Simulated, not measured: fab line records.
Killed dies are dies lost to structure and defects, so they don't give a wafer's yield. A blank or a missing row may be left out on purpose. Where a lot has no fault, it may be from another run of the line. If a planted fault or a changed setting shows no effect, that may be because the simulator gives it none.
Which tool did it? + flow ritCmos + 13 lots with 39 wafers sampled at 2 steps, on a route of 202 steps

## WHAT THE GAUGES SHOWED, per wafer
RIT_ACTIVE_THK_MEAS_04.
| lot  | measured    | on           | ACTIVE_NITRIDE_THK (nm)             |
|------|-------------|--------------|-------------------------------------|
| L153 | day 1 13:33 | filmMetro-01 | 148.7 148.3 147.6                   |
| L155 | day 1 23:32 | filmMetro-02 | 153.0 151.1 151.4                   |
| L156 | day 2 04:45 | filmMetro-04 | 150.0 150.5 149.9                   |
| L159 | day 2 20:46 | filmMetro-01 | 148.6 147.1 147.7                   |
| L160 | day 3 01:40 | filmMetro-04 | 149.7 149.9 149.6                   |
| L161 | day 3 05:35 | filmMetro-01 | 147.5 148.4 147.3                   |
| L162 | day 3 11:11 | filmMetro-02 | 148.8 149.2 148.1                   |
| L163 | day 3 15:44 | filmMetro-02 | 149.7 150.4 149.9                   |
| L164 | day 3 21:26 | filmMetro-04 | 149.4 149.6 150.4                   |
| L165 | day 4 01:32 | filmMetro-02 | 150.7 150.0 148.8                   |
| L166 | day 4 06:35 | filmMetro-04 | 146.3 146.4 147.7                   |
| L167 | day 4 11:46 | filmMetro-04 | 207.4 206.9 207.9 207.2 206.9 208.0 |
| L175 | day 6 03:32 | filmMetro-02 | 147.9 148.3 148.3                   |

## WHAT TOOL EACH LOT RAN ON (gives the tool, then ch and the chambers of the sampled wafers, and finally the start)
| lot  | RIT_ACTIVE_CVD_03          |
|------|----------------------------|
| L153 | lpcvd-02 ch 0, day 1 12:07 |
| L155 | lpcvd-02 ch 1, day 1 22:07 |
| L156 | lpcvd-01 ch 1, day 2 03:20 |
| L159 | lpcvd-01 ch 1, day 2 18:38 |
| L160 | lpcvd-01 ch 1, day 3 00:13 |
| L161 | lpcvd-01 ch 0, day 3 04:10 |
| L162 | lpcvd-01 ch 1, day 3 09:46 |
| L163 | lpcvd-02 ch 1, day 3 14:19 |
| L164 | lpcvd-02 ch 1, day 3 20:00 |
| L165 | lpcvd-02 ch 1, day 4 00:07 |
| L166 | lpcvd-01 ch 0, day 4 05:08 |
| L167 | lpcvd-02 ch 1, day 4 10:20 |
| L175 | lpcvd-01 ch 1, day 6 02:07 |
- RIT_ACTIVE_CVD_03: deposits Si3N4 from SiH2Cl2/NH3, target thk 150 nm, time 1500 s.

## WHAT THE TOOLS THEMSELVES READ (means of the sampled wafers that have a number; where no wafer has one, the mark that the record gives instead)
RIT_ACTIVE_CVD_03.
| lot  | tool     | nh3FlowSccm (sccm) | pressureMtorr (mTorr) |
|------|----------|--------------------|-----------------------|
| L153 | lpcvd-02 | 150.2              | 300.5                 |
| L155 | lpcvd-02 | 150.4              | 299.6                 |
| L156 | lpcvd-01 | 150.4              | 300.2                 |
| L159 | lpcvd-01 | 149.2              | 299.8                 |
| L160 | lpcvd-01 | 149.9              | 300.2                 |
| L161 | lpcvd-01 | 149.3              | 300.6                 |
| L162 | lpcvd-01 | 149.6              | 299.6                 |
| L163 | lpcvd-02 | 150.1              | 299.5                 |
| L164 | lpcvd-02 | 150.7              | 300.3                 |
| L165 | lpcvd-02 | 150.7              | 300.2                 |
| L166 | lpcvd-01 | 150.5              | 300.2                 |
| L167 | lpcvd-02 | 150.0              | 300.6                 |
| L175 | lpcvd-01 | 149.9              | 299.9                 |

## THE ANSWER, worked out from the rows above alone
Rule: the usual values come from the lots themselves. The widest of any qualifying gaps counts: lots, ordered by their means at a reading, are off when they make up no more than a third of the lots, leave a main group of 4 or more, and stand apart from it by 3 or more times the standard deviation of that group's means. A main group whose means are all the same, to the digits that the tables above print for the reading, isn't used. Also off: a lot with no number at a reading for which 4 or more lots have one. Where the step has rows for the other lots, those lots are counted as sound. Order of review: gauges by route order, followed by the tools' own readings, for which a lot's mean as printed above is used. The first step at which some lot is off is used, and at that step the reading that is off furthest; a lot without a number counts as furthest.
Off: L167, seen at RIT_ACTIVE_THK_MEAS_04 (ACTIVE_NITRIDE_THK). The main group: mean 149.1 nm, standard deviation 1.3.
A tool fits if, at a process step before that reading, it ran every lot that is off, and no sound lot after the first of them. Gauges at RIT_ACTIVE_THK_MEAS_04: tried the same way as those tools. This does not decide it: 2 tools fit, namely lpcvd-02 at RIT_ACTIVE_CVD_03 and filmMetro-04 at RIT_ACTIVE_THK_MEAS_04.

## WHAT HAD BEEN PUT IN BY THE SIMULATOR
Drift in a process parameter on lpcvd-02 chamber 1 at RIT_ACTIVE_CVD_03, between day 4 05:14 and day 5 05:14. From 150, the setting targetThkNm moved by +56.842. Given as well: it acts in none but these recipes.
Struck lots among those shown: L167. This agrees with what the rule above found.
